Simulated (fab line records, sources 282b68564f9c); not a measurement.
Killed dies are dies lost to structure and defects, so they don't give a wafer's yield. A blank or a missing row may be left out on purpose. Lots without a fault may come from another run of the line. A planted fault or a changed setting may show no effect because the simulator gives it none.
A struck lot beside a sound one | flow rit_cmos | 15 steps out of a route of 202
Sound: wafers L842.1, L842.4, L842.6. Struck: wafers L850.2, L850.3, L850.6. The cause comes at the end.
At each step with rows: each side's tool, then ch and its chambers, then its first start. Under that, the readings that differ: sound wafers | struck wafers | difference of the means | sigmas: that difference in standard deviations of wafers without a fault.
alike: readings whose means differ by less than 2 such deviations, and words and numbers that are the same on both sides. not compared: withheld readings, readings that some wafer has no value for, bounds like >300 that may hide the same value, and numbers for which the record gives no deviation and whose values overlap.
The two part at a step that has a row with sigmas, a row that says differs or no value, or rows on one side only. Numbers that don't overlap but have no deviation are shown without sigmas and don't part them. A reading that every wafer of one side lacks parts them only if that side has two wafers or more.

first, 3 steps without rows for these wafers: RIT_ACTIVE_CLEAN_16 (cleans in dHF, time 30 s); RIT_ACTIVE_CLEAN_17 (cleans in SC2, time 600 s); RIT_FOX1_OXIDATION_00 (target thk 350.7 nm, ox time 1130 s).
RIT_FOX1_THK_MEAS_01:
  sound on film_metro-02, day 2 03:32; struck on film_metro-04, day 3 20:23
  alike: FOX1_OXIDE_THK
then, 2 steps without rows for these wafers: RIT_FOX1_WET_ETCH_02 (etches SiO2 in BOE, target depth 350 nm, time 390 s); RIT_FOX2_OXIDATION_00 (target thk 350.7 nm, ox time 1130 s).
RIT_FOX2_THK_MEAS_01:
  sound on film_metro-02, day 2 05:02; struck on film_metro-03, day 3 21:53
  alike: FOX2_OXIDE_THK
then, 2 steps without rows for these wafers: RIT_FOX2_CLEAN_02 (cleans in dHF, time 180 s); RIT_FOX2_WET_ETCH_03 (etches Si3N4 in H3PO4, target depth 195 nm, time 2700 s).
RIT_FOX2_THK_MEAS_90:
  sound on film_metro-03, day 2 05:59; struck on film_metro-02, day 3 22:46
  alike: FIELD_OXIDE_LEFT_1_THK
then, 2 steps without rows for these wafers: RIT_NWELL_HMDS_00 (prime time 60 s); RIT_NWELL_COAT_01 (resist thk 1300 nm).
RIT_NWELL_SOFTBAKE_02: time 60 s.
  sound on litho_track-04 ch 0, day 2 06:20; struck on litho_track-04 ch 0, day 3 23:08
  reading          | sound             | struck            | difference | sigmas
  run_length_s (s) | 89.30 89.27 89.18 | 98.21 98.00 98.04 | +8.83      | +49
then, 1 step without rows for these wafers: RIT_NWELL_EXPOSE_03 (exposes mask M2, target cd 43900 nm).
RIT_M1_PROBE_99:
  the record has rows for the sound wafers here (prober-01, day 3 19:49) and none for the struck ones

WHERE THEY PART
First at RIT_NWELL_SOFTBAKE_02; last, within this record, at RIT_M1_PROBE_99.

WHY: what the simulator had put in
Process parameter drift: litho_track-04, from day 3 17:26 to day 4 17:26, at RIT_NWELL_SOFTBAKE_02. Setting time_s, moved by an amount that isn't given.
